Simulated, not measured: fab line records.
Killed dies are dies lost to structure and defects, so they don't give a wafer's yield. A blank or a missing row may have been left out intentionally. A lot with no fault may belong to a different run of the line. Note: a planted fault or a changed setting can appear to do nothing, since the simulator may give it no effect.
Split-lot trial -- flow rit_cmos -- 24 wafers read from 5 lots, route of 202 steps

## THE SPLIT
At RIT_SILICIDE_RTA_06 (time 10 s, ramp up 5 s, ramp down 10 s), the setting time_s was moved away from the recipe's 10 s on 10 of the 24 wafers read, by -47.6% to +40.5%. The other wafers ran this setting at the recipe's value.

## FROM THE SPLIT TO THE READING: what the file shows between them, 7 steps
- RIT_CONTACT_DEVELOP_07: develop time 120 s (also split here: develop_time_s)
- RIT_CONTACT_CD_MEAS_08: target cd 1000 nm
- RIT_CONTACT_HARDBAKE_10: time 60 s
- RIT_CONTACT_ETCH_11: etches SiO2 in CHF3/CF4/Ar, stops on TiSi2, target depth 480 nm, time 320 s
- RIT_CONTACT_STRIP_12: strips in O2, time 180 s
- RIT_CONTACT_CD_MEAS_90: target cd 1000 nm
- RIT_M1_ANNEAL_15: time 1800 s (also split here: time_s)

## THE READING
etest.nplus_sal.rs_ohm_sq (the simulator's own value, which no gauge read), at RIT_M1_PROBE_99. The file does not state a usual value for it. Across the 14 wafers here that went through the recipe, the average is 4.226 and the standard deviation 0.055.

wafer,"tool, chamber at the split","time_s as run, s",against the recipe,etest.nplus_sal.rs_ohm_sq,against lot-mates on the recipe
L074.1,"rtp_anneal-02, 0",10,recipe,4.168,-
L074.5,"rtp_anneal-02, 0",7.676,-23.2%,4.569,+0.397
L074.6,"rtp_anneal-02, 0",10,recipe,4.177,-
L078.1,"rtp_anneal-02, 0",10,recipe,4.215,-
L078.2,"rtp_anneal-02, 0",14.05,+40.5%,3.974,-0.244
L078.3,"rtp_anneal-02, 0",14.05,+40.5%,3.948,-0.270
L078.4,"rtp_anneal-02, 0",10,recipe,4.256,-
L078.5,"rtp_anneal-02, 0",14.05,+40.5%,3.948,-0.270
L078.6,"rtp_anneal-02, 0",10,recipe,4.184,-
L080.1,"rtp_anneal-01, 0",8.178,-18.2%,4.546,+0.383
L080.2,"rtp_anneal-01, 0",10,recipe,4.151,-
L080.3,"rtp_anneal-01, 0",8.178,-18.2%,4.453,+0.290
L080.4,"rtp_anneal-01, 0",10,recipe,4.159,-
L080.5,"rtp_anneal-01, 0",8.178,-18.2%,4.511,+0.348
L080.6,"rtp_anneal-01, 0",10,recipe,4.179,-
L082.1,"rtp_anneal-02, 0",5.244,-47.6%,5.816,+1.523
L082.2,"rtp_anneal-02, 0",5.244,-47.6%,5.74,+1.447
L082.3,"rtp_anneal-02, 0",10,recipe,4.287,-
L082.4,"rtp_anneal-02, 0",5.244,-47.6%,5.815,+1.522
L082.5,"rtp_anneal-02, 0",10,recipe,4.283,-
L082.6,"rtp_anneal-02, 0",10,recipe,4.31,-
L083.1,"rtp_anneal-01, 0",10,recipe,4.277,-
L083.3,"rtp_anneal-01, 0",10,recipe,4.29,-
L083.6,"rtp_anneal-01, 0",10,recipe,4.234,-

FIT RESULTS
A straight line over all 24 wafers: etest.nplus_sal.rs_ohm_sq changes by -0.0201 for each +1% of time_s; r = -0.87; the points scatter about the line by 0.28.
The same after taking each lot's own level away (the mean of its wafers on the recipe; 24 wafers): -0.0196 for each +1%; r = -0.88; scatter 0.25.
That fit puts the effect of the largest move of time_s on the reading at 0.93.
Measured against the standard deviation above, the lots' own levels, which go from 4.1630 to 4.2933, span 2.4 times it.
Consequently the slope shifts little with the lot-to-lot level, the two slopes agreeing.
Check: +0.96 against its lot-mates is what the line predicts for one of the wafers moved furthest among these (-47.6%) when that wafer is left out of the fit. It came out at +1.52 against them.

## OTHER SPLITS ON THESE WAFERS
Note: prior to the reading, these wafers also went through further splits. Each is held against what the fit with the lots' levels taken away leaves over:
other split on the same wafers,wafers away from the commonest value,r with etest.nplus_sal.rs_ohm_sq (lot level and that fit taken away)
RIT_ACTIVE_ETCH_13 target_depth_a,3,+0.11
RIT_CONTACT_DEVELOP_07 develop_time_s,10,+0.40
RIT_M1_ANNEAL_15 time_s,12,+0.58

## THE WHOLE CHAIN: every reading that the file lists as answering this split, in the file's order
step,what it does,reading,change (the file's fit),r (the file's)
RIT_M1_PROBE_99,,"etest.npoly_sal.rs_ohm_sq (the simulator's own value, which no gauge read)",-0.0215 for each +1% of the setting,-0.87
RIT_M1_PROBE_99,,"etest.pplus_sal.rs_ohm_sq (the simulator's own value, which no gauge read)",-0.0206 for each +1% of the setting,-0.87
RIT_M1_PROBE_99,,"etest.ppoly_sal.rs_ohm_sq (the simulator's own value, which no gauge read)",-0.0204 for each +1% of the setting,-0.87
RIT_M1_PROBE_99,,"etest.nplus_sal.rs_ohm_sq (the simulator's own value, which no gauge read)",-0.0206 for each +1% of the setting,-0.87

## THE FILE'S OWN FIT
etest.nplus_sal.rs_ohm_sq changes by -0.0206 for each +1% of time_s, r = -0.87.
